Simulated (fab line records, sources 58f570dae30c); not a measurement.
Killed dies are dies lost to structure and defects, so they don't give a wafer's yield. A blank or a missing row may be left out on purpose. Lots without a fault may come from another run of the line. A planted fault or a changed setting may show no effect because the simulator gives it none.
Tool commonality check | flow berkeley_cmos170 | 14 lots, 42 wafers sampled

WHY IT WAS OPENED
At UCB170_SPACER_THK_MEAS_01 the reading SPACER_TEOS_THK is flagged on 2 of 14 lots. Wafers without a fault read 378 nm, standard deviation 4.8.
Rule: a lot is flagged when every wafer of it that has a number lies more than 4 standard deviations from that mean, or none has a number. The other lots count as sound.

lot  | measured     | on            | SPACER_TEOS_THK (nm), wafer by wafer | flag
L299 | day 6 04:20  | film_metro-02 | 372 368 379                          |
L298 | day 6 05:04  | film_metro-02 | 378 376 378                          |
L300 | day 6 19:38  | film_metro-01 | 372 380 381                          |
L302 | day 7 08:52  | film_metro-03 | 383 382 385                          |
L303 | day 7 09:32  | film_metro-03 | 378 376 383                          |
L307 | day 8 10:58  | film_metro-01 | 515 520 524                          | FLAGGED
L306 | day 8 11:10  | film_metro-02 | 378 369 378                          |
L308 | day 8 19:19  | film_metro-02 | 518 518 521                          | FLAGGED
L309 | day 8 19:40  | film_metro-01 | 373 380 385                          |
L312 | day 9 03:01  | film_metro-02 | 371 382 377                          |
L315 | day 9 22:11  | film_metro-01 | 379 383 382                          |
L316 | day 10 13:58 | film_metro-01 | 367 373 380                          |
L318 | day 11 00:18 | film_metro-02 | 370 379 378                          |
L320 | day 11 15:16 | film_metro-02 | 373 377 381                          |
The numbers of the flagged lots are 519 nm on average: +141 nm against the usual, or +29 standard deviations.

WHICH TOOL RAN EACH LOT
The record holds 1 process step before the reading, out of a route of 331 steps. In each cell: the tool, then ch and the chambers that the sampled wafers went through, then the start.
lot  | flag    | UCB170_SPACER_CVD_00
L299 |         | pecvd-02 ch 1,2, day 6 04:17
L298 |         | pecvd-04 ch 0,1,2, day 6 05:00
L300 |         | pecvd-01 ch 0,2, day 6 19:35
L302 |         | pecvd-04 ch 0,1,2, day 7 08:49
L303 |         | pecvd-04 ch 0,2, day 7 09:30
L307 | FLAGGED | pecvd-02 ch 0,1, day 8 10:55
L306 |         | pecvd-04 ch 1,2, day 8 11:08
L308 | FLAGGED | pecvd-02 ch 0,1,2, day 8 19:16
L309 |         | pecvd-01 ch 0,1, day 8 19:37
L312 |         | pecvd-04 ch 0,1,2, day 9 02:58
L315 |         | pecvd-01 ch 0, day 9 22:07
L316 |         | pecvd-01 ch 0,2, day 10 13:55
L318 |         | pecvd-01 ch 0,1,2, day 11 00:14
L320 |         | pecvd-02 ch 0,1, day 11 15:12
What these steps do:
- UCB170_SPACER_CVD_00: deposits SiO2 from TEOS/O2, target thk 376 nm, time 47 s.
- UCB170_SPACER_THK_MEAS_01

FLAGGED OVER TOTAL, TOOL BY TOOL (the gauges that took the reading come last)
step                      | tool          | lots run | flagged | share of the flagged lots | sound lots run after its first flagged lot
UCB170_SPACER_CVD_00      | pecvd-01      | 5        | 0       | none                      | -
UCB170_SPACER_CVD_00      | pecvd-02      | 4        | 2       | all                       | 1 (L320)
UCB170_SPACER_CVD_00      | pecvd-04      | 5        | 0       | none                      | -
UCB170_SPACER_THK_MEAS_01 | film_metro-01 | 5        | 1       | some                      | 3 (L309,L315,L316)
UCB170_SPACER_THK_MEAS_01 | film_metro-02 | 7        | 1       | some                      | 3 (L312,L318,L320)
UCB170_SPACER_THK_MEAS_01 | film_metro-03 | 2        | 0       | none                      | -

WHAT THE TABLE ALLOWS
1 row of the table ran every flagged lot: pecvd-02 at UCB170_SPACER_CVD_00.
- pecvd-02 at UCB170_SPACER_CVD_00: 2 of its 4 lots flagged. Sound lots ran on it after the first flagged one (L320), which a lasting fault on the whole tool wouldn't allow.
No row of the table ran every flagged lot and no sound lot after the first.

WHAT THE SIMULATOR HAD PUT IN
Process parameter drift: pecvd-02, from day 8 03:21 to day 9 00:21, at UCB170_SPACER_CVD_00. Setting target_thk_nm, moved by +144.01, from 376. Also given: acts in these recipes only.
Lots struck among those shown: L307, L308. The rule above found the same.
